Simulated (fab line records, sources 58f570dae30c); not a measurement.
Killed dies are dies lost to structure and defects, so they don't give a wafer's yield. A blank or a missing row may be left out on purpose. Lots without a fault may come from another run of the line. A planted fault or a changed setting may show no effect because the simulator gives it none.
One fault seen from 2 desks | flow berkeley_cmos170 | each desk has only its own numbers; what lay behind them comes last

THE TOOL OWNER'S DESK: rie_metal-04
The tool's own readings at UCB170_M3_METAL_ETCH_18 (etches Al in Cl2/BCl3, stops on SiO2, target depth 1170 nm, time 195 s): means of the sampled wafers that have a number, for each lot that ran on this tool. A lot is out of limits, marked OUT, if its mean lies more than 4 standard deviations from the usual mean; the brackets give that distance.
Columns: A = drypump_motor_current_A at UCB170_M3_METAL_ETCH_18, usual 5.48 A; B = mfc_cl2_sccm at UCB170_M3_METAL_ETCH_18, usual 89.97 sccm; C = oes_product_au at UCB170_M3_METAL_ETCH_18, usual 0.869 a.u.; D = throttle_valve_pct at UCB170_M3_METAL_ETCH_18, usual 24.33 %
lot  | first seen here | A    | B     | C     | D
L897 | day 7 15:40     | 5.51 | 90.02 | 0.852 | 24.48
L901 | day 9 01:51     | 5.60 | 89.71 | 0.874 | 24.55
L904 | day 10 02:05    | 5.40 | 89.99 | 0.875 | 24.58
L907 | day 10 08:14    | 5.52 | 90.05 | 0.874 | 24.55
This desk's finding: nothing out of limits on any of the 4 lots.

THE METROLOGY DESK
What the gauges read, lot by lot, whatever tool the lot ran on: means of the sampled wafers that have a number. A lot is out of limits, marked OUT, if its mean lies more than 4 standard deviations from the usual mean; the brackets give that distance.
Columns: A = cd_nm at UCB170_V1_CD_MEAS_12, usual 699.9 nm; B = cd_nm at UCB170_M2_CD_MEAS_15, usual 700.3 nm; C = cd_nm at UCB170_M2_CD_MEAS_90, usual 702 nm
lot  | first seen here | A     | B     | C
L898 | day 7 06:08     | 701.0 | 698.9 | 703
L897 | day 7 06:16     | 700.1 | 699.3 | 700
L899 | day 7 19:04     | 699.8 | 701.0 | 705
L900 | day 8 07:48     | 700.5 | 699.3 | 702
L901 | day 8 14:15     | 701.7 | 701.1 | 704
L904 | day 9 15:06     | 696.6 | 701.6 | 704
L907 | day 9 19:48     | 698.0 | 700.8 | 706
L911 | day 10 19:46    | 699.4 | 700.7 | 701
L912 | day 10 23:37    | 699.1 | 702.6 | 706
L914 | day 11 04:59    | 699.9 | 699.6 | 701
L915 | day 11 05:16    | 699.3 | 699.7 | 702
L918 | day 11 16:59    | 698.6 | 700.2 | 698
L917 | day 11 20:44    | 699.9 | 701.1 | 703
L920 | day 12 14:00    | 700.0 | 701.2 | 705
This desk's finding: nothing out of limits on any of the 14 lots.

PUT TOGETHER
The tool owner's desk saw nothing out of limits.
The metrology desk saw nothing out of limits.

WHAT THE SIMULATOR HAD PUT IN
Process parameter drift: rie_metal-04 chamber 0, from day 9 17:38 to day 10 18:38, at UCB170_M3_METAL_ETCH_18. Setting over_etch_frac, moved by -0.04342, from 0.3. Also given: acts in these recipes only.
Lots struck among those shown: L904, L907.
